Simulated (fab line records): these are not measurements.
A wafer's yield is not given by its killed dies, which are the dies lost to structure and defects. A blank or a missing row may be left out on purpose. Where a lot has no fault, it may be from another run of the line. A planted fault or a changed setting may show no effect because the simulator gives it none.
A struck lot beside a sound one	flow berkeleyCmos170	13 out of 331 route steps
Sound: the wafers L904.3, L904.4, L904.5. Wafers L915.1, L915.4, L915.6 were the ones struck. The cause is given at the end.
For every step that has rows: the tool of each side, followed by ch and its chambers, followed by its first start. Under that, the readings that differ: sound wafers	struck wafers	difference of the means	sigmas: that difference in standard deviations of wafers without a fault.
alike: words and numbers the same on both sides, and readings whose means are apart by under 2 such deviations; not compared: readings that were withheld, readings missing a value for some wafer, numbers with overlapping values and no deviation given by the record, and bounds like >300 which may hide the same value.
The two part at a step that has a row with sigmas, a row that says differs or no value, or rows on one side only. Numbers that don't overlap but have no deviation are shown without sigmas and don't part them. A reading missing from all wafers of one side parts the sides only when that side holds two or more wafers.

UCB170_NSD_CD_MEAS_06: the cd target is 1200 nm.
  sound: cdSem-01 at day 6 20:31; struck: cdSem-02 at day 9 05:24
  alike: cdNm
UCB170_NSD_OVL_MEAS_07:
  sound: overlay-01 at day 6 20:37; struck: overlay-01 at day 9 05:31
reading	sound	struck	difference	sigmas
NSD_OVL (nm)	-8 -11 -11	4 6 2	+14	+3
after that, 1 step had no rows for these wafers: UCB170_NSD_IMPLANT_08.
UCB170_NSD_STRIP_09: strips in O2.
  sound on plasmaAsher-04 ch 0,1, day 6 20:49; struck on plasmaAsher-02 ch 0,1, day 9 05:42
  alike: drypumpMotorCurrentA, oesProductAu, stripTimeToEndpointS
  not compared: rfHoursCounterH
UCB170_NSD_TW_MEAS_10:
  sound: filmMetro-01 at day 6 20:54; struck: filmMetro-02 at day 9 05:48
reading	sound	struck	difference	sigmas
NSD_TW	4113 4101 4073	4171 4189 4211	+95	+3
then, 4 steps without rows for these wafers: UCB170_NSD_CLEAN_11 (cleans in SPM, time 600 s); UCB170_BACKSIDE_HMDS_00 (prime time 60 s); UCB170_BACKSIDE_COAT_01 (resist thk 900 nm); UCB170_BACKSIDE_SOFTBAKE_02 (time 60 s).
UCB170_BACKSIDE_STRIP_03: strips in O2.
  sound on plasmaAsher-04 ch 0,1, day 6 21:36; struck on plasmaAsher-01 ch 0, day 9 06:40
reading	sound	struck	difference	sigmas
drypumpMotorCurrentA (A)	5.7 6.7 6.7	5.0 5.0 5.0	-1.4	-2
  alike: oesProductAu, stripTimeToEndpointS
  not compared: rfHoursCounterH
then, 1 step without rows for these wafers: UCB170_BACKSIDE_CLEAN_04 (cleans in SPM, time 600 s).
UCB170_SDANNEAL_RTA_00: time 10 s.
  sound on rtpAnneal-02 ch 0, day 6 21:52; struck on rtpAnneal-02 ch 0, day 9 07:16
  alike: annealTempCMax, chamberO2Ppm, lampPowerPct, wafer_temp_C_max
UCB170_SDANNEAL_RTA_01: time 5 s.
  struck on rtpAnneal-02, day 9 07:20; sound on rtpAnneal-02 ch 0, day 6 21:56
  no value came back on the struck wafers for annealTempCMax, chamberO2Ppm, lampPowerPct (%), wafer_temp_C_max; on the sound wafers annealTempCMax reads 1052.2 1053.7 1054.4

## WHERE THEY PART
Earliest at UCB170_NSD_OVL_MEAS_07; latest, in this record, at UCB170_SDANNEAL_RTA_01.

WHY: whatever the simulator had introduced
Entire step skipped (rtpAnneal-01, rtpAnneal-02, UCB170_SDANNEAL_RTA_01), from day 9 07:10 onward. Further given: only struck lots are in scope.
